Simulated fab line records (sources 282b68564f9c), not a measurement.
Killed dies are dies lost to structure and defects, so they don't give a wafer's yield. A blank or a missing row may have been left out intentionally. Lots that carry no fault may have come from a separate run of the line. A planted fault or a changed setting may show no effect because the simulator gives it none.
Chamber matching || flow rit-cmos || RIT_CONTACT_CVD_00 on pecvd-02 has 3 sister chambers
The step deposits SiO2 from TEOS, target thk 400 nm, time 58.18 s. 3 wafers are shown with their chamber, then 7 later ones without.

WAFERS WITH THEIR CHAMBER
{"wafer": "L364.5", "chamber": 1, "heater-power-w (W)": 284}
{"wafer": "L364.6", "chamber": 0, "heater-power-w (W)": 312}
{"wafer": "L367.5", "chamber": 2, "heater-power-w (W)": 330}

WAFERS MISSING THEIR CHAMBER
{"wafer": "L367.6", "heater-power-w (W)": 203}
{"wafer": "L370.1", "heater-power-w (W)": 261}
{"wafer": "L370.2", "heater-power-w (W)": 268}
{"wafer": "L370.4", "heater-power-w (W)": 287}
{"wafer": "L373.1", "heater-power-w (W)": 325}
{"wafer": "L373.2", "heater-power-w (W)": 268}
{"wafer": "L373.6", "heater-power-w (W)": 289}

THE CHAMBER EACH PASSED THROUGH
{"wafer": "L367.6", "from the rows above": "can't be placed: 1 or 0 or 2", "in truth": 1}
{"wafer": "L370.1", "from the rows above": "can't be placed: 1 or 0 or 2", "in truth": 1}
{"wafer": "L370.2", "from the rows above": "can't be placed: 1 or 0 or 2", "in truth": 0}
{"wafer": "L370.4", "from the rows above": "can't be placed: 1 or 0 or 2", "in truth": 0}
{"wafer": "L373.1", "from the rows above": "can't be placed: 2 or 0 or 1", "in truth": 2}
{"wafer": "L373.2", "from the rows above": "can't be placed: 1 or 0 or 2", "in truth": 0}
{"wafer": "L373.6", "from the rows above": "can't be placed: 1 or 0 or 2", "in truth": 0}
Correctly placed: 0 of 7. Can't be placed from these rows: 7 (the true chamber is among the candidates in 7). Placed wrongly: 0.
How it was worked out, from the rows above alone: a wafer's distance from a chamber is the root of the sum, over the readings, of the square of ((its reading less the chamber's mean) divided by the reading's scatter). If the next closest chamber is less than 2 further off than the closest, the wafer can't be placed; otherwise it belongs to the closest. For every chamber, the mean is computed from those of its wafers that are shown. The scatter (one wafer shown for each chamber): square how far every hidden wafer sits from the nearest shown wafer, average those squares and take the square root.
